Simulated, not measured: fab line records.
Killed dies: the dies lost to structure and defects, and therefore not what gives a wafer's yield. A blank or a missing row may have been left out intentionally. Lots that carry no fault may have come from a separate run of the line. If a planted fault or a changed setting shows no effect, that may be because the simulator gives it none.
2 desks, one fault    flow berkeley-cmos170    every desk sees just its own numbers, and what lay behind them comes last

FROM THE METROLOGY DESK
Lot by lot, what the gauges showed, no matter which tool ran the lot: averages of those sampled wafers that carry a number. Marked OUT: a lot whose mean sits more than 4 standard deviations from the usual mean, which makes it out of limits; the brackets give that distance.
Columns: A = ACTIVE_OXIDE_THK at UCB170_ACTIVE_THK_MEAS_03, usual 26.4 nm; B = PFIELD_OVL at UCB170_PFIELD_OVL_MEAS_06, usual 1 nm; C = PLDD_OVL at UCB170_PLDD_OVL_MEAS_07, usual -2 nm
lot   first seen here  A     B   C
L282  day 3 15:29      26.4  -1  4
L283  day 3 15:29      26.6  8   -5
L284  day 4 04:58      26.5  0   -4
L285  day 4 12:04      25.9  1   1
L288  day 5 05:17      26.4  4   4
L289  day 5 13:53      26.6  -1  -9
L290  day 5 16:53      26.8  -5  -1
L291  day 5 23:36      26.8  3   4
L293  day 6 05:11      27.0  -2  6
L295  day 6 10:37      27.0  6   -2
L294  day 6 10:37      26.0  -1  -4
L300  day 7 18:41      27.0  4   -2
L302  day 8 09:22      26.4  -2  -1
L304  day 8 09:26      26.6  0   -6
This desk's finding: nothing out of limits on any of the 14 lots.

FOR THE TOOL OWNER'S DESK: implanter-04
The tool's own readings at UCB170_PWELL_IMPLANT_15: means of the sampled wafers that have a number, for each lot that ran on this tool. Marked OUT: a lot whose mean sits more than 4 standard deviations from the usual mean, which makes it out of limits; the brackets give that distance.
Columns: A = dose-ions-cm2 at UCB170_PWELL_IMPLANT_15, usual 5e+12; B = end-station-pressure-torr at UCB170_PWELL_IMPLANT_15, usual 5.03e-06 Torr; C = tilt-deg at UCB170_PWELL_IMPLANT_15, usual 7.001 degrees
lot   first seen here  A                B         C
L283  day 2 20:20      5e+12            5.13e-06  6.984
L291  day 4 22:36      5e+12            5.13e-06  7.006
L295  day 5 14:57      5e+12            4.85e-06  7.003
L300  day 6 21:29      5e+12 (-13) OUT  5.07e-06  7.003
L302  day 7 10:47      5e+12 (-13) OUT  5.16e-06  7.032
This desk finds L300, L302 out of limits, L300 being first, at day 6 21:29 (dose-ions-cm2 at UCB170_PWELL_IMPLANT_15). Within limits: L283, L291, L295.

ALL TOGETHER
The tool owner's desk had the chance to raise an alarm at day 6 21:29 on L300, L302.
The metrology desk saw nothing out of limits.
The metrology desk holds a record of L300, L302, inside its limits.
Of the lots named, all ran UCB170_PWELL_IMPLANT_15 on implanter-04.

WHAT WAS PUT IN BY THE SIMULATOR
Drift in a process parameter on implanter-04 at UCB170_PWELL_IMPLANT_15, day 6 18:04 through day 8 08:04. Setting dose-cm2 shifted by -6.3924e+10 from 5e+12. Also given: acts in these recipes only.
Struck lots among those shown: L300, L302.
Delay in hours, fault start to first out-of-limits reading, by desk: the tool owner's desk at 3.
